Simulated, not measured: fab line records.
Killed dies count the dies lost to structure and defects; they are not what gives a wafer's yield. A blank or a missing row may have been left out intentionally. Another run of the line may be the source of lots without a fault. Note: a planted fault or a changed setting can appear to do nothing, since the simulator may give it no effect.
Comparing a struck lot with a sound one -- flow rit_cmos -- 17 steps out of a route of 202
Sound: wafers L323.1, L323.2, L323.6. Wafers L311.1, L311.3, L311.6 were the ones struck. The cause is named last.
Per side, at each step with rows, come the tool, then ch with its chambers, and then its first start. Under that, the readings that differ: sound wafers -- struck wafers -- difference of the means -- sigmas: that difference in standard deviations of wafers without a fault.
alike: readings whose means differ by less than 2 such deviations, and words and numbers that are the same on both sides. not compared: withheld readings, readings that some wafer has no value for, bounds like >300 that may hide the same value, and numbers for which the record gives no deviation and whose values overlap.
Wherever a step has rows on one side only, a row that says differs or no value, or a row with sigmas, the two part there. Numbers that have no deviation but don't overlap get no sigmas and don't part them. A reading that every wafer of one side lacks parts them only if that side has two wafers or more.

RIT_NWELL_TW_MEAS_10:
  struck on film_metro-02, day 3 14:15; sound on film_metro-02, day 6 02:07
  alike: NWELL_TW
then, 6 steps without rows for these wafers: RIT_PWELL_HMDS_00 (prime time 60 s); RIT_PWELL_COAT_01 (resist thk 1300 nm); RIT_PWELL_SOFTBAKE_02 (time 60 s); RIT_PWELL_EXPOSE_03 (exposes mask M3, target cd 43700 nm); RIT_PWELL_PEB_04; RIT_PWELL_DEVELOP_05 (develop time 68 s).
RIT_PWELL_OVL_MEAS_06:
  struck on overlay-02, day 3 15:19; sound on overlay-01, day 6 03:04
  alike: PWELL_OVL
then, 2 steps without rows for these wafers: RIT_PWELL_HARDBAKE_07 (time 120 s); RIT_PWELL_IMPLANT_08.
RIT_PWELL_STRIP_09: strips in O2, time 180 s.
  sound on plasma_asher-02 ch 0,1, day 6 03:29; struck on plasma_asher-02 ch 0,1, day 3 15:46
  alike: drypump_motor_current_A, o2_flow_sccm
  not compared: rf_hours_counter_h
RIT_PWELL_TW_MEAS_10:
  struck on film_metro-04, day 3 15:56; sound on film_metro-03, day 6 03:40
reading,sound,struck,difference,sigmas
PWELL_TW,933 936 932,965 962 960,+29,+3
RIT_WELLDRIVE_ANNEAL_00: time 14700 s.
  sound on furnace-04 ch 0, day 6 03:44; struck on furnace-03 ch 0, day 3 15:59
reading,sound,struck,difference,sigmas
spike_tc_centre_C (C),1100.9 1103.8 1100.8,1119.1 1117.7 1118.2,+16.5,+14
spike_tc_load_C (C),1121 1124 1121,1140 1143 1140,+19,+5
spike_tc_source_C (C),1130.1 1131.8 1131.5,1139.8 1140.1 1141.6,+9.4,+4
tube_center_temp_C (C),1100.1 1100 1100,1115 1115.2 1115.1,+15,+99 or more
tube_center_temp_C_max,1103.7 1103.2 1102.7,1116.9 1117.7 1117.7,+14.2,+29
RIT_WELLDRIVE_RS_MEAS_01: measurement is done with a four-point probe.
  struck on film_metro-04, day 3 21:04; sound on film_metro-04, day 6 08:49
reading,sound,struck,difference,sigmas
NWELL_RS (ohm/sq),276.1 276.3 275.3,259.1 258.2 258.6,-17.3,-24
RIT_WELLDRIVE_RS_MEAS_02: measurement is done with a four-point probe.
  struck on film_metro-04, day 3 21:11; sound on film_metro-04, day 6 08:56
reading,sound,struck,difference,sigmas
PWELL_RS (ohm/sq),429.5 429.0 429.0,409.7 409.7 409.8,-19.4,-15
then, 1 step without rows for these wafers: RIT_NRETRO_HMDS_00 (prime time 60 s).
RIT_M1_PROBE_99:
  struck on prober-01, day 5 04:28; sound on prober-01, day 7 13:55
reading,sound,struck,difference,sigmas
killed_at_M0_to_M3,0 0 0,0 1 0,+0,+3
model.etest.nwell_pinched.rs_ohm_sq,338.3 336.1 340.9,306.6 308.6 309.7,-30.1,
model.etest.pwell_pinched.rs_ohm_sq,461.2 461 463.4,438.9 438.3 434.6,-24.6,
model.etest.pwell.rs_ohm_sq,419.8 420.1 420,399.2 395.8 397,-22.6,
model.etest.field_n.vt_v (V),34.75 34.76 34.37,31.8 32.17 32.36,-2.5,
model.etest.field_p_metal.vt_v (V),-28.65 -28.29 -28.76,-30.43 -30.64 -30.87,-2.08,
model.etest.iso_nwell_nwell.bv_v (V),22.04 22.19 21.86,22.55 22.68 22.85,+0.66,
model.etest.field_p.vt_v (V),-12.35 -12.31 -12.3,-13.32 -13.37 -13.38,-1.04,
model.etest.diode_pplus_nwell.bv_v (V),6.67 6.6 6.672,6.85 6.859 6.885,+0.22,
  alike: killed_at_contacts, killed_at_front_end, killed_dies, killed_open, killed_short

WHERE THEY PART
First at RIT_PWELL_TW_MEAS_10; last, within this record, at RIT_M1_PROBE_99.

WHY: what the simulator had put in
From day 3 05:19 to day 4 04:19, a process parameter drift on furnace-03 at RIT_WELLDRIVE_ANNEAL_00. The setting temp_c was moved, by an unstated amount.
